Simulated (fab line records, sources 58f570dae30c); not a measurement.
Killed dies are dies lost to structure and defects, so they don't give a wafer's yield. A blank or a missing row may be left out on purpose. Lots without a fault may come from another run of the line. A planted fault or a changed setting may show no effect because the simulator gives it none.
A struck lot beside a sound one | flow berkeley_cmos170 | 43 steps out of a route of 331
Sound: wafers L742.1, L742.2, L742.4. Struck: wafer L746.4. (L746.3, L746.5 of the same lot were not struck and are left out.) The cause comes at the end.
At each step with rows: each side's tool, then ch and its chambers, then its first start. Under that, the readings that differ: sound wafers | struck wafers | difference of the means | sigmas: that difference in standard deviations of wafers without a fault.
alike: readings whose means differ by less than 2 such deviations, and words and numbers that are the same on both sides. not compared: withheld readings, readings that some wafer has no value for, bounds like >300 that may hide the same value, and numbers for which the record gives no deviation and whose values overlap.
The two part at a step that has a row with sigmas, a row that says differs or no value, or rows on one side only. Numbers that don't overlap but have no deviation are shown without sigmas and don't part them. A reading that every wafer of one side lacks parts them only if that side has two wafers or more.

first, 1 step without rows for these wafers: UCB170_NVT_IMPLANT_07.
UCB170_NVT_STRIP_08: strips in O2.
  sound on plasma_asher-02 ch 0,1, day 9 07:44; struck on plasma_asher-02 ch 1, day 9 08:46
  reading               | sound             | struck | difference | sigmas
  oes_product_au (a.u.) | 0.728 0.735 0.734 | 0.742  | +0.010     | +2
  alike: drypump_motor_current_A, strip_time_to_endpoint_s
  not compared: rf_hours_counter_h
UCB170_NVT_TW_MEAS_09:
  sound on film_metro-03, day 9 07:50; struck on film_metro-03, day 9 08:52
  alike: NVT_TW
then, 7 steps without rows for these wafers: UCB170_NVT_CLEAN_10 (cleans in SPM, time 600 s); UCB170_PVT_HMDS_00 (prime time 60 s); UCB170_PVT_COAT_01 (resist thk 900 nm); UCB170_PVT_SOFTBAKE_02 (time 60 s); UCB170_PVT_EXPOSE_03 (exposes mask NWELL, target cd 3000 nm); UCB170_PVT_PEB_04; UCB170_PVT_DEVELOP_05 (develop time 45 s).
UCB170_PVT_OVL_MEAS_06:
  sound on overlay-01, day 9 11:21; struck on overlay-02, day 9 11:55
  alike: PVT_OVL
then, 1 step without rows for these wafers: UCB170_PVT_IMPLANT_07.
UCB170_PVT_STRIP_08: strips in O2.
  sound on plasma_asher-01 ch 0,1, day 9 11:32; struck on plasma_asher-01 ch 1, day 9 12:07
  alike: drypump_motor_current_A, oes_product_au, strip_time_to_endpoint_s
  not compared: rf_hours_counter_h
UCB170_PVT_TW_MEAS_09:
  sound on film_metro-01, day 9 11:38; struck on film_metro-01, day 9 12:13
  alike: PVT_TW
then, 1 step without rows for these wafers: UCB170_GATE_WET_ETCH_00 (etches SiO2 in dHF, time 200 s).
UCB170_FIELD_THK_MEAS_91:
  sound on film_metro-04, day 9 11:46; struck on film_metro-01, day 9 12:35
  alike: FIELD_OXIDE_LEFT_2_THK
then, 1 step without rows for these wafers: UCB170_GATE_OXIDATION_01 (target thk 6.6 nm, ox time 1800 s).
UCB170_GATE_THK_MEAS_02:
  sound on film_metro-03, day 9 16:02; struck on film_metro-02, day 9 16:07
  alike: GATE_OXIDE_THK
then, 2 steps without rows for these wafers: UCB170_GATE_ANNEAL_03 (time 1800 s); UCB170_GATE_CVD_04 (deposits poly-Si from SiH4, time 1440 s, target thk 214 nm).
UCB170_GATE_THK_MEAS_05:
  sound on film_metro-03, day 9 23:23; struck on film_metro-04, day 9 23:24
  alike: GATE_POLY_THK
then, 6 steps without rows for these wafers: UCB170_GATE_COAT_06; UCB170_GATE_COAT_07 (resist thk 900 nm); UCB170_GATE_SOFTBAKE_08 (time 60 s); UCB170_GATE_EXPOSE_09 (exposes mask POLY, target cd 350 nm); UCB170_GATE_PEB_10; UCB170_GATE_DEVELOP_11 (develop time 45 s).
UCB170_GATE_CD_MEAS_12: target cd 350 nm.
  sound on cd_sem-02, day 10 01:29; struck on cd_sem-02, day 10 01:17
  alike: cd_nm
UCB170_GATE_OVL_MEAS_13:
  sound on overlay-01, day 10 01:36; struck on overlay-02, day 10 01:22
  alike: GATE_OVL
UCB170_GATE_ETCH_14: etches BARC in N2/H2.
  sound on rie_diel-03 ch 0,1,3, day 10 01:38; struck on rie_diel-04 ch 2, day 10 01:23
  alike: drypump_motor_current_A, oes_product_au, throttle_valve_pct
UCB170_GATE_ETCH_15: etches poly-Si in HBr/Cl2, stops on SiO2, time 56.3 s, target depth 278.2 nm.
  sound on rie_si-01 ch 1,2,3, day 10 01:41; struck on rie_si-02 ch 2, day 10 01:26
  reading                     | sound             | struck | difference | sigmas
  drypump_motor_current_A (A) | 5.9 5.6 5.4       | 4.7    | -0.9       | -2
  rf_hours_counter_h (h)      | 2 1 2             | 99     | +97        |
  throttle_valve_pct (%)      | 26.54 26.47 26.05 | 25.86  | -0.49      | -2
  alike: oes_product_au
UCB170_GATE_STRIP_16: strips in O2.
  sound on plasma_asher-04 ch 0,1, day 10 01:43; struck on plasma_asher-03 ch 0, day 10 01:31
  reading                     | sound       | struck | difference | sigmas
  drypump_motor_current_A (A) | 5.3 5.5 5.4 | 6.3    | +0.9       | +3
  alike: oes_product_au
  not compared: rf_hours_counter_h
UCB170_GATE_CD_MEAS_90: target cd 350 nm.
  sound on cd_sem-02, day 10 02:12; struck on cd_sem-02, day 10 01:53
  alike: cd_nm
then, 7 steps without rows for these wafers: UCB170_GATE_CLEAN_17 (cleans in SPM, time 600 s); UCB170_PLDD_HMDS_00 (prime time 60 s); UCB170_PLDD_COAT_01 (resist thk 900 nm); UCB170_PLDD_SOFTBAKE_02 (time 60 s); UCB170_PLDD_EXPOSE_03 (exposes mask PSELECT, target cd 1200 nm); UCB170_PLDD_PEB_04; UCB170_PLDD_DEVELOP_05 (develop time 45 s).
UCB170_PLDD_CD_MEAS_06: target cd 1200 nm.
  sound on cd_sem-01, day 10 05:25; struck on cd_sem-01, day 10 04:44
  alike: cd_nm
UCB170_PLDD_OVL_MEAS_07:
  sound on overlay-02, day 10 05:32; struck on overlay-02, day 10 04:49
  alike: PLDD_OVL
UCB170_M3_PROBE_99:
  the record has rows for the struck wafers here (prober-02, day 12 01:41) and none for the sound ones

WHERE THEY PART
First at UCB170_NVT_STRIP_08; last, within this record, at UCB170_M3_PROBE_99.

WHY: what the simulator had put in
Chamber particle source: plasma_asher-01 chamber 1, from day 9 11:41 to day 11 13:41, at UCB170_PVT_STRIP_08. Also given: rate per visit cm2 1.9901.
